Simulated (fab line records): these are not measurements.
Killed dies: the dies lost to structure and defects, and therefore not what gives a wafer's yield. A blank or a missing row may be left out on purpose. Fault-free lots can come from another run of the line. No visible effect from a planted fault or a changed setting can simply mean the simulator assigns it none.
fab line records	flow berkeleyCmos170
record lots=13	wafers=39	lastDay=13
route steps=331 shown NWELL@27 ACTIVE@75 SCREENOX@102 GATE@139
lots with no fault: from the same line, run without faults
startH: start of the lot's first displayed wafer, in hours after the record's first day	waitH: hours elapsed since this lot's preceding step	" as in the row above	L1.1+2: a single row standing in for several wafers	- no value present, or no start provided	* or withheld: withheld	< > ~ a bound
route shown NAME@n: a module of which the file shows steps, and the number in the route of the first	usual: average and standard deviation across the fault-free wafers	same: alike in all rows	chamber/n: place in a boat	sites: the reading at each site	_std_site: the values' standard deviation	_edge_site: the outer-site mean with the inner-site mean subtracted	radiusMm: for every site, how far away it sits from the centre of the wafer	mask NAME#n: copy n	behind: the tool/chamber that last shaped the wafer	hold: reason for holding the lot/hours on hold/outcome of the hold	device: transistor that didn't switch, given as n, p or np	end of line: the tests these same wafers got at the end of their route	a step without rows: its recipe alone	killed: the dies lost at the first sort to structure and to defects; this is not the yield of the wafer	map: per-die view of a wafer (x killed, . not killed, _ where there is no die)
set.NAME: the setting that was run; set.NAME@STEP: the one run at that earlier step	model.NAME: the simulator's own value behind a step, which no gauge read
one table for each step of the route and one row for each wafer, over a sample of lots
services: a tool's chamber out of use, with start hour (startH, from the record's first day; less than 0 if before it), hours out, and reason
## steps
# step UCB170_NWELL_ETCH_13
# recipe chemistry=CH3F/Ar/O2	target=Si3N4	stopOn=SiO2	CH3F_flow_sccm=20	Ar_flow_sccm=50	O2_flow_sccm=7	pressureMtorr=50	rfW=450	targetDepthA=2464	overEtchFrac=0.1	timeS=154
# usual drypumpMotorCurrentA=5.3/0.4	oesProductAu=0.940/0.013	throttleValvePct=8.05/0.17
# same timeS=154
lot.wafer	tool	chamber	startH	waitH	drypumpMotorCurrentA	oesProductAu	rfHoursCounterH	throttleValvePct
L274.3	rieDiel-02	2	35.63	0.0	5.4	0.952	39	8.06
L274.4	"	3	"	"	5.0	0.946	86	7.97
L274.6	"	3	"	"	5.0	0.937	-	7.97
L275.3	rieDiel-03	0	49.32	0.0	5.3	0.952	115	8.08
L275.4	"	3	"	"	6.2	0.938	39	7.96
L275.6	"	0	"	"	5.3	0.948	-	8.09
L277.2	rieDiel-01	2	62.05	0.0	4.9	0.932	0	8.15
L277.4	"	1	"	"	5.4	0.942	119	8.35
L277.5	"	0	"	"	5.3	0.937	-	8.16
L278.1	rieDiel-03	0	62.12	0.0	5.3	0.952	116	8.08
L278.5	"	3	"	"	6.2	0.948	-	7.97
L278.6	"	0	"	"	5.3	0.961	-	8.10
L280.1	rieDiel-01	0	69.71	0.0	5.3	0.922	122	8.15
L280.2	"	1	"	"	5.4	0.914	119	8.35
L280.6	"	3	"	"	5.3	0.941	-	8.12
L279.1	rieDiel-02	0	69.92	0.0	4.9	0.950	31	7.76
L279.4	"	2	"	"	5.4	0.956	41	8.06
L279.5	"	0	"	"	4.9	0.945	-	7.76
L281.2	rieDiel-01	1	77.65	0.0	5.5	0.924	119	8.34
L281.3	"	0	"	"	5.3	0.926	122	8.16
L281.6	"	2	"	"	4.8	0.925	-	8.15
L282.2	rieDiel-03	3	77.93	0.0	6.2	0.948	40	7.96
L282.3	"	0	"	"	5.3	0.946	116	8.08
L282.6	"	2	"	"	5.0	0.934	-	7.81
L286.2	rieDiel-03	3	101.31	0.0	6.2	0.917	41	7.96
L286.5	"	0	"	"	5.3	0.921	-	8.08
L286.6	"	2	"	"	5.0	0.908	-	7.81
L292.1	rieDiel-01	3	131.45	0.0	5.3	0.961	128	8.10
L292.5	"	3	"	"	5.3	0.961	-	8.13
L292.6	"	0	"	"	5.3	0.931	-	8.16
L291.4	rieDiel-02	1	131.59	0.0	5.4	0.920	113	8.25
L291.5	"	0	"	"	4.9	0.953	-	7.76
L291.6	"	3	"	"	5.0	0.940	-	7.97
L294.3	rieDiel-01	1	141.09	0.0	5.4	0.943	121	8.35
L294.4	"	0	"	"	5.3	0.932	125	8.14
L294.6	"	1	"	"	5.5	0.932	-	8.33
L296.1	rieDiel-02	3	148.54	0.0	5.0	0.940	91	7.96
L296.3	"	1	"	"	5.4	0.922	113	8.26
L296.4	"	0	"	"	4.9	0.953	34	7.76
# step UCB170_NWELL_STRIP_15
# recipe chemistry=O2	powerW=400	pressureMtorr=3500	platenTempC=withheld	o2FlowSccm=400	overashFraction=0.5
# usual drypumpMotorCurrentA=5.6/0.4	oesProductAu=0.721/0.0041	stripTimeToEndpointS=18.03/0.091
lot.wafer	tool	chamber	startH	waitH	drypumpMotorCurrentA	oesProductAu	rfHoursCounterH	stripTimeToEndpointS
L274.3	plasmaAsher-01	1	35.92	0.1	5.0	0.721	-	18.07
L274.4	"	0	"	"	5.7	0.716	-	18.14
L274.6	"	1	"	"	5.0	0.714	-	18.08
L275.3	plasmaAsher-04	1	49.60	0.1	5.1	0.719	-	18.05
L275.4	"	0	"	"	6.0	0.723	-	18.08
L275.6	"	0	"	"	6.0	0.725	-	18.05
L277.2	plasmaAsher-01	0	62.30	0.1	5.7	0.718	33	18.03
L277.4	"	1	"	"	5.1	0.716	-	17.99
L277.5	"	1	"	"	5.0	0.726	-	17.97
L278.1	plasmaAsher-03	0	62.37	0.1	5.5	0.718	32	18.08
L278.5	"	1	"	"	6.1	0.723	-	18.09
L278.6	"	0	"	"	5.4	0.720	-	18.12
L280.1	plasmaAsher-04	0	69.96	0.1	6.0	0.722	34	18.14
L280.2	"	1	"	"	5.1	0.719	34	18.12
L280.6	"	1	"	"	5.1	0.711	-	18.08
L279.1	plasmaAsher-01	0	70.17	0.1	5.7	0.732	34	18.02
L279.4	"	0	"	"	5.7	0.723	-	18.04
L279.5	"	0	"	"	5.7	0.726	-	17.96
L281.2	plasmaAsher-03	0	77.91	0.1	5.5	0.718	34	18.09
L281.3	"	0	"	"	5.4	0.724	-	18.06
L281.6	"	1	"	"	6.1	0.721	-	18.08
L282.2	plasmaAsher-04	1	78.18	0.1	5.1	0.722	35	17.99
L282.3	"	0	"	"	6.0	0.720	-	18.01
L282.6	"	1	"	"	5.1	0.724	-	18.00
L286.2	plasmaAsher-03	1	101.57	0.1	6.1	0.726	36	18.59
L286.5	"	0	"	"	5.5	0.726	-	18.57
L286.6	"	1	"	"	6.1	0.723	-	18.53
L292.1	plasmaAsher-01	0	131.70	0.1	5.7	0.721	2	17.81
L292.5	"	1	"	"	5.0	0.718	-	17.79
L292.6	"	0	"	"	5.7	0.723	-	17.93
L291.4	plasmaAsher-04	1	131.87	0.1	5.1	0.720	-	18.10
L291.5	"	1	"	"	5.1	0.719	-	18.07
L291.6	"	0	"	"	5.9	0.718	-	18.03
L294.3	plasmaAsher-03	0	141.37	0.1	5.4	0.714	-	17.95
L294.4	"	1	"	"	6.1	0.721	-	17.92
L294.6	"	0	"	"	5.4	0.721	-	18.00
L296.1	plasmaAsher-04	0	148.79	0.1	6.0	0.719	43	18.18
L296.3	"	0	"	"	6.0	0.719	-	18.14
L296.4	"	1	"	"	5.1	0.720	-	18.19
# step UCB170_ACTIVE_ETCH_15
# recipe chemistry=CH3F/Ar/O2	target=Si3N4	stopOn=SiO2	CH3F_flow_sccm=20	Ar_flow_sccm=50	O2_flow_sccm=7	pressureMtorr=50	rfW=450	targetDepthA=2420	overEtchFrac=0.1	timeS=151
# usual drypumpMotorCurrentA=5.20/0.24	oesProductAu=0.937/0.013	throttleValvePct=8.10/0.14
# same timeS=151
lot.wafer	tool	chamber	startH	waitH	drypumpMotorCurrentA	oesProductAu	rfHoursCounterH	throttleValvePct
L274.3	rieDiel-01	2	96.93	0.0	4.83	0.920	1	8.16
L274.4	"	1	"	"	5.42	0.925	120	8.33
L274.6	"	3	"	"	5.27	0.943	-	8.11
L275.3	rieDiel-01	0	103.48	0.0	5.32	0.936	123	8.13
L275.4	"	1	"	"	5.39	0.934	120	8.35
L275.6	"	2	"	"	4.84	0.935	-	8.16
L277.2	rieDiel-01	1	117.61	0.0	5.47	0.938	120	8.34
L277.4	"	2	"	"	4.84	0.935	2	8.15
L277.5	"	3	"	"	5.27	0.963	-	8.12
L278.1	rieDiel-02	0	117.83	0.0	4.89	0.955	32	7.78
L278.5	"	3	"	"	4.99	0.941	-	7.97
L278.6	"	2	"	"	5.36	0.952	-	8.06
L280.1	rieDiel-04	2	123.93	0.0	4.90	0.908	14	8.13
L280.2	"	3	"	"	5.50	0.942	3	8.02
L280.6	"	3	"	"	5.51	0.944	-	8.02
L279.1	rieDiel-04	3	124.47	0.0	5.49	0.935	3	8.00
L279.4	"	3	"	"	5.49	0.928	-	8.01
L279.5	"	2	"	"	4.96	0.906	-	8.13
L282.2	rieDiel-02	0	133.02	0.0	4.89	0.958	33	7.77
L282.3	"	2	"	"	5.35	0.954	44	8.05
L282.6	"	1	"	"	5.38	0.925	-	8.26
L281.2	rieDiel-01	3	133.15	0.0	5.28	0.960	128	8.13
L281.3	"	0	"	"	5.30	0.937	124	8.16
L281.6	"	1	"	"	5.37	0.943	-	8.35
L286.2	rieDiel-02	2	159.36	0.0	5.38	0.950	45	8.05
L286.5	"	2	"	"	5.39	0.951	-	8.07
L286.6	"	3	"	"	4.99	0.937	-	7.97
L291.4	rieDiel-04	2	190.88	0.0	4.94	0.908	18	8.12
L291.5	"	1	"	"	5.48	0.944	-	8.09
L291.6	"	2	"	"	4.90	0.913	-	8.10
L292.1	rieDiel-02	3	191.13	0.0	4.99	0.930	93	7.96
L292.5	"	3	"	"	4.99	0.931	-	7.97
L292.6	"	0	"	"	4.89	0.946	-	7.76
L294.3	rieDiel-01	1	198.91	0.0	5.44	0.953	123	8.33
L294.4	"	0	"	"	5.29	0.942	127	8.16
L294.6	"	2	"	"	4.84	0.941	-	8.13
L296.1	rieDiel-04	0	210.22	0.0	5.19	0.941	107	8.23
L296.3	"	3	"	"	5.49	0.939	8	8.02
L296.4	"	1	"	"	5.51	0.942	18	8.12
# step UCB170_SCREENOX_THK_MEAS_02
# recipe reads=SiO2_of_SCREENOX_OXIDATION_01
# usual SCREENOX_OXIDE_THK=14.29/0.26
lot.wafer	tool	chamber	startH	waitH	SCREENOX_OXIDE_THK[nm]
L274.3	filmMetro-01	-	125.56	0.0	13.96
L274.4	"	-	"	"	14.12
L274.6	"	-	"	"	14.13
L275.3	filmMetro-01	-	134.09	0.0	14.15
L275.4	"	-	"	"	13.91
L275.6	"	-	"	"	13.98
L278.1	filmMetro-01	-	145.88	0.0	13.99
L278.5	"	-	"	"	14.17
L278.6	"	-	"	"	14.20
L277.2	filmMetro-04	-	145.89	0.0	14.03
L277.4	"	-	"	"	14.02
L277.5	"	-	"	"	13.86
L279.1	filmMetro-04	-	158.88	0.0	14.33
L279.4	"	-	"	"	14.41
L279.5	"	-	"	"	14.44
L280.1	filmMetro-03	-	158.88	0.0	14.33
L280.2	"	-	"	"	14.32
L280.6	"	-	"	"	14.19
L281.2	filmMetro-03	-	165.22	0.0	14.10
L281.3	"	-	"	"	14.21
L281.6	"	-	"	"	14.15
L282.2	filmMetro-01	-	165.22	0.0	14.09
L282.3	"	-	"	"	14.23
L282.6	"	-	"	"	14.07
L286.2	filmMetro-03	-	192.87	0.0	14.36
L286.5	"	-	"	"	14.59
L286.6	"	-	"	"	14.18
L292.1	filmMetro-03	-	223.58	0.0	14.56
L292.5	"	-	"	"	14.39
L292.6	"	-	"	"	14.43
L291.4	filmMetro-01	-	223.61	0.0	14.70
L291.5	"	-	"	"	14.50
L291.6	"	-	"	"	14.57
L294.3	filmMetro-01	-	231.20	0.0	14.17
L294.4	"	-	"	"	14.01
L294.6	"	-	"	"	14.25
L296.1	filmMetro-03	-	238.93	0.0	14.69
L296.3	"	-	"	"	14.91
L296.4	"	-	"	"	14.95
# step UCB170_GATE_OVL_MEAS_13
# usual GATE_OVL=0/5.9
lot.wafer	tool	chamber	startH	waitH	GATE_OVL[nm]
L274.3	overlay-01	-	146.84	0.1	-9
L274.4	"	-	"	"	-4
L274.6	"	-	"	"	7
L275.3	overlay-01	-	158.51	0.1	-6
L275.4	"	-	"	"	-11
L275.6	"	-	"	"	-11
L278.1	overlay-01	-	172.69	0.1	-3
L278.5	"	-	"	"	6
L278.6	"	-	"	"	2
L277.2	overlay-02	-	172.77	0.1	0
L277.4	"	-	"	"	3
L277.5	"	-	"	"	-8
L279.1	overlay-01	-	185.26	0.1	2
L279.4	"	-	"	"	1
L279.5	"	-	"	"	4
L280.1	overlay-02	-	185.54	0.1	-15
L280.2	"	-	"	"	-3
L280.6	"	-	"	"	-2
L282.2	overlay-01	-	194.29	0.1	4
L282.3	"	-	"	"	5
L282.6	"	-	"	"	4
L281.2	overlay-02	-	194.65	0.1	-1
L281.3	"	-	"	"	-1
L281.6	"	-	"	"	0
L286.2	overlay-01	-	221.32	0.1	-7
L286.5	"	-	"	"	-4
L286.6	"	-	"	"	1
L291.4	overlay-01	-	248.57	0.1	-5
L291.5	"	-	"	"	-8
L291.6	"	-	"	"	-2
L292.1	overlay-02	-	248.65	0.1	4
L292.5	"	-	"	"	3
L292.6	"	-	"	"	-2
L294.3	overlay-02	-	253.68	0.1	7
L294.4	"	-	"	"	7
L294.6	"	-	"	"	11
L296.1	overlay-02	-	262.44	0.1	-2
L296.3	"	-	"	"	-2
L296.4	"	-	"	"	-5
## services
tool	chamber	startH	hours	kind
rieDiel-03	3	17.15	12.4	repair
rieDiel-01	2	26.50	-	clean
rieDiel-01	2	26.50	34.9	scheduledDown
rieDiel-01	2	26.50	34.9	ventCycle
rieDiel-04	3	43.33	-	clean
rieDiel-04	3	43.33	14.7	scheduledDown
rieDiel-04	3	43.33	14.7	ventCycle
plasmaAsher-03	-	53.44	3.5	repair
rieDiel-04	1	64.89	15.4	repair
rieDiel-03	1	77.13	-	clean
rieDiel-03	1	77.13	24.9	scheduledDown
rieDiel-01	1	87.42	8.6	repair
plasmaAsher-03	-	104.32	2.4	repair
rieDiel-02	0	106.96	6.8	repair
rieDiel-04	0	107.13	16.3	repair
plasmaAsher-01	-	108.75	9.0	pm
rieDiel-04	1	122.17	6.3	repair
rieDiel-03	-	128.10	0.1	repair
rieDiel-04	-	143.85	0.2	repair
rieDiel-01	3	145.08	2.5	repair
rieDiel-01	1	191.04	4.5	repair
rieDiel-03	0	197.82	3.2	repair
rieDiel-04	2	200.53	8.5	repair
rieDiel-03	1	204.97	11.1	repair
## key
firstSign step=UCB170_NWELL_STRIP_15	reading=stripTimeToEndpointS	direction=up	sigmas=5.9	usual=*	struck=*
effect none on later readings
metAt UCB170_NWELL_ETCH_13
struckLots L286
sortLeftOut L286.2,L286.5,L286.6
testerLeftOut L286
notActingAt UCB170_ACTIVE_ETCH_15,UCB170_SCREENOX_THK_MEAS_02,UCB170_GATE_OVL_MEAS_13
onsetBetween 77.93 101.31
fault kind=processParameterDrift	tool=rieDiel-03	chamber=-	onsetH=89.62	steps=UCB170_NWELL_ETCH_13	channel=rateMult	offset=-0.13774	shape=step	endH=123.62
# testerLeftOut: of these lots the tester's yield and bins aren't shown, on N5 and GAA mostly nor the transistor test; their killed dies are dies lost to structure and defects alone, not to doping, threshold or leakage, so they don't give the yield
# sortLeftOut: the simulated sort isn't trusted on such a fault, so these wafers' sort isn't shown, and their yield isn't known
